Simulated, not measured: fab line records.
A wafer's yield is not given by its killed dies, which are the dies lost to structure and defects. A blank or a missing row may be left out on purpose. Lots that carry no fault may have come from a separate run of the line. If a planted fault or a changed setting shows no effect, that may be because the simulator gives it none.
Matching of chambers | flow berkeley cmos170 | 4 sister chambers for UCB170_GATE_ETCH_15 on rie si-02
The step etches poly-Si in HBr/Cl2, stops on SiO2, time 56.3 s, target depth 278.2 nm. 14 wafers are shown with their chamber, then 7 later ones without.

WAFERS PAIRED WITH THEIR CHAMBERS
wafer  | chamber | throttle valve pct (%) | drypump motor current A (A) | bias w (W)
L103.1 | 2       | 26.28                  | 5.3                         | 149.5
L103.2 | 1       | 26.20                  | 5.7                         | 150.3
L103.3 | 3       | 26.58                  | 6.1                         | 150.6
L106.3 | 2       | 26.28                  | 5.4                         | 149.8
L106.5 | 1       | 26.21                  | 5.7                         | 150.2
L106.6 | 3       | 26.56                  | 6.1                         | 149.6
L110.4 | 0       | 26.59                  | 5.5                         | 149.9
L110.5 | 3       | 26.57                  | 6.1                         | 150.2
L110.6 | 0       | 26.57                  | 5.5                         | 150.4
L112.1 | 0       | 26.58                  | 5.5                         | 150.6
L112.2 | 1       | 26.22                  | 5.7                         | 150.2
L112.3 | 3       | 26.58                  | 6.0                         | 149.8
L114.4 | 3       | 26.56                  | 6.1                         | 150.6
L114.5 | 3       | 26.57                  | 6.1                         | 149.6

SIGNATURES, as means of the wafers listed above
reading                 | chamber 0 | chamber 1 | chamber 2 | chamber 3 | scatter within a chamber
throttle valve pct      | 26.5800   | 26.2100   | 26.2800   | 26.5700   | 0.00894
drypump motor current A | 5.500     | 5.700     | 5.350     | 6.083     | 0.0365
bias w                  | 150.300   | 150.233   | 149.650   | 150.067   | 0.375
Rule: a wafer lies at a distance from a chamber equal to the root of the sum of squares, over the readings, of (its reading less the chamber's mean, divided by the reading's scatter). The wafer belongs to the nearest chamber; if the next one is less than 2 further off, it can't be placed. The scatter: the root of (the sum of the squares of (reading less its chamber's mean) over the shown wafers, divided by (wafers less chambers)).

WAFERS WHOSE CHAMBER IS MISSING
wafer  | throttle valve pct (%) | drypump motor current A (A) | bias w (W)
L114.6 | 26.31                  | 5.3                         | 150.4
L115.2 | 26.29                  | 5.3                         | 149.8
L115.3 | 26.22                  | 5.7                         | 150.3
L115.6 | 26.28                  | 5.3                         | 149.7
L124.1 | 26.57                  | 6.1                         | 150.1
L124.4 | 26.29                  | 5.3                         | 150.0
L124.5 | 26.58                  | 5.5                         | 150.5

THE CHAMBER EACH PASSED THROUGH
wafer  | from the rows above | in truth
L114.6 | 2                   | 2
L115.2 | 2                   | 2
L115.3 | 1                   | 1
L115.6 | 2                   | 2
L124.1 | 3                   | 3
L124.4 | 2                   | 2
L124.5 | 0                   | 0
Correct placement for 7 of the 7. From these rows, 0 cannot be placed. Placed wrongly: 0.
